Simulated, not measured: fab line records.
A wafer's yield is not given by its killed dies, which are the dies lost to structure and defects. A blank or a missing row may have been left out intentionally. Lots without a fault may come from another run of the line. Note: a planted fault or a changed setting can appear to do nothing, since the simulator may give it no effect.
The same fault as seen by 2 desks -- flow berkeley cmos170 -- only its own numbers are on each desk; what lay behind them is given at the end

== METROLOGY DESK ==
Means of the sampled wafers that have a number, per lot and without regard to the tool the lot ran on: this is what the gauges read. A lot is out of limits, marked OUT, if its mean lies more than 4 standard deviations from the usual mean; the brackets give that distance.
Columns: A = cd nm at UCB170_CONTACT_CD_MEAS_15, usual 700.1 nm; B = M1_AL_THK at UCB170_M1_THK_MEAS_02, usual 596 nm; C = cd nm at UCB170_M1_CD_MEAS_90, usual 699.2 nm
lot,first seen here,A,B,C
L116,day 8 06:26,700.9,598,701.6
L118,day 9 00:57,700.6,589,698.3
L119,day 9 01:27,700.2,596,701.2
L120,day 9 11:34,702.4,588,695.7
L121,day 9 11:52,700.5,603,697.7
L122,day 9 18:48,699.8,599,699.4
L123,day 9 19:06,700.9,598,699.0
L125,day 10 00:59,700.7,592,697.4
L128,day 10 15:29,700.0,594,698.6
L131,day 11 00:38,700.5,598,697.1
L133,day 12 07:07,700.0,605,696.9
L134,day 12 07:17,698.6,596,700.7
L136,day 12 10:49,699.6,594,699.1
L138,day 12 12:01,699.2,597,697.9
L139,day 13 08:28,698.7,593,699.8
Result from this desk: across the 15 lots, nothing is out of limits.

== AT THE TOOL OWNER'S DESK: rie metal-01 ==
The tool's own readings at UCB170_M1_METAL_ETCH_12 (etches Al in Cl2/BCl3, stops on PSG, target depth 780 nm, time 130 s): means of the sampled wafers that have a number, for each lot that ran on this tool. A lot is out of limits, marked OUT, if its mean lies more than 4 standard deviations from the usual mean; the brackets give that distance.
Columns: A = drypump motor current A at UCB170_M1_METAL_ETCH_12, usual 5.4 A; B = oes product au at UCB170_M1_METAL_ETCH_12, usual 0.848 a.u.; C = throttle valve pct at UCB170_M1_METAL_ETCH_12, usual 24.48 %
lot,first seen here,A,B,C
L118,day 9 03:57,5.8,0.852,24.41
L120,day 9 13:55,5.8,0.831,24.38
L123,day 9 21:12,5.7,0.854,24.40
L125,day 10 03:47,5.8,0.819,24.39
L128,day 10 18:49,5.8,0.817,24.38
L131,day 11 03:16,5.9,0.823,24.38
Result from this desk: across the 6 lots, nothing is out of limits.

== TAKEN TOGETHER ==
Nothing out of limits was seen by the metrology desk.
Nothing out of limits was seen by the tool owner's desk.

== WHAT THE SIMULATOR HAD PUT IN ==
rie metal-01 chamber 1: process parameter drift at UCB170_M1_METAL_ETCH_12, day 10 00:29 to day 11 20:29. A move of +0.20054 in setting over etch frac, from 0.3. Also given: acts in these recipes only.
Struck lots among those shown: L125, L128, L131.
